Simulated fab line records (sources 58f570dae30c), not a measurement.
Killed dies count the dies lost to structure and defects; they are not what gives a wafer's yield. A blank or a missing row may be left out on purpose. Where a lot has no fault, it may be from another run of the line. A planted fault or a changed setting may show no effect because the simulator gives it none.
Chamber matching | flow berkeleyCmos170 | UCB170_M2_ETCH_17 on rieDiel-04 has 4 sister chambers
The step etches BARC in N2/H2. 20 wafers are shown with their chamber, then 10 later ones without.

WAFERS, EACH WITH ITS CHAMBER
wafer  | chamber | drypumpMotorCurrentA (A) | throttleValvePct (%) | oesProductAu (a.u.)
L075.2 | 2       | 5.7                      | 13.23                | 1.045
L075.4 | 3       | 4.8                      | 13.49                | 1.037
L075.6 | 2       | 5.7                      | 13.23                | 1.047
L074.2 | 2       | 5.7                      | 13.23                | 1.043
L074.5 | 1       | 6.1                      | 12.90                | 1.019
L074.6 | 0       | 5.5                      | 13.30                | 1.018
L082.1 | 2       | 5.7                      | 13.22                | 1.049
L082.4 | 0       | 5.5                      | 13.30                | 1.023
L082.5 | 2       | 5.8                      | 13.22                | 1.046
L084.3 | 0       | 5.5                      | 13.29                | 1.013
L084.4 | 0       | 5.5                      | 13.29                | 1.007
L084.6 | 2       | 5.7                      | 13.24                | 1.038
L088.1 | 2       | 5.8                      | 13.23                | 1.042
L088.4 | 1       | 6.1                      | 12.89                | 1.045
L088.6 | 0       | 5.5                      | 13.30                | 1.017
L091.2 | 1       | 6.1                      | 12.90                | 1.038
L091.5 | 0       | 5.4                      | 13.29                | 1.021
L091.6 | 3       | 4.8                      | 13.45                | 1.040
L093.1 | 1       | 6.1                      | 12.89                | 1.028
L093.2 | 2       | 5.7                      | 13.21                | 1.041

SIGNATURES (means of the wafers above)
reading              | chamber 0 | chamber 1 | chamber 2 | chamber 3 | scatter within a chamber
drypumpMotorCurrentA | 5.483     | 6.100     | 5.725     | 4.800     | 0.0382
throttleValvePct     | 13.2950   | 12.8950   | 13.2263   | 13.4700   | 0.0101
oesProductAu         | 1.01650   | 1.03250   | 1.04387   | 1.03850   | 0.00637
Rule: a wafer lies at a distance from a chamber equal to the root of the sum of squares, over the readings, of (its reading less the chamber's mean, divided by the reading's scatter). If the next closest chamber is less than 2 further off than the closest, the wafer can't be placed; otherwise it belongs to the closest. How the scatter is found: for the shown wafers, subtract from each reading the mean of its chamber, square and add these, divide the total by (wafers less chambers), then take the root.

WAFERS WHOSE CHAMBER IS MISSING
wafer  | drypumpMotorCurrentA (A) | throttleValvePct (%) | oesProductAu (a.u.)
L093.3 | 5.5                      | 13.29                | 1.013
L094.3 | 6.1                      | 12.88                | 1.032
L094.5 | 4.8                      | 13.46                | 1.027
L094.6 | 5.7                      | 13.23                | 1.036
L096.3 | 5.7                      | 13.23                | 1.051
L096.4 | 5.5                      | 13.29                | 1.030
L096.5 | 5.5                      | 13.31                | 1.027
L097.2 | 4.8                      | 13.45                | 1.038
L097.4 | 5.7                      | 13.22                | 1.041
L097.6 | 5.7                      | 13.23                | 1.049

THE CHAMBER EACH PASSED THROUGH
wafer  | from the rows above | in truth
L093.3 | 0                   | 0
L094.3 | 1                   | 1
L094.5 | 3                   | 3
L094.6 | 2                   | 2
L096.3 | 2                   | 2
L096.4 | 0                   | 0
L096.5 | 0                   | 0
L097.2 | 3                   | 3
L097.4 | 2                   | 2
L097.6 | 2                   | 2
Correct placement for 10 of the 10. Number that these rows cannot place: 0. Wrongly placed: 0.
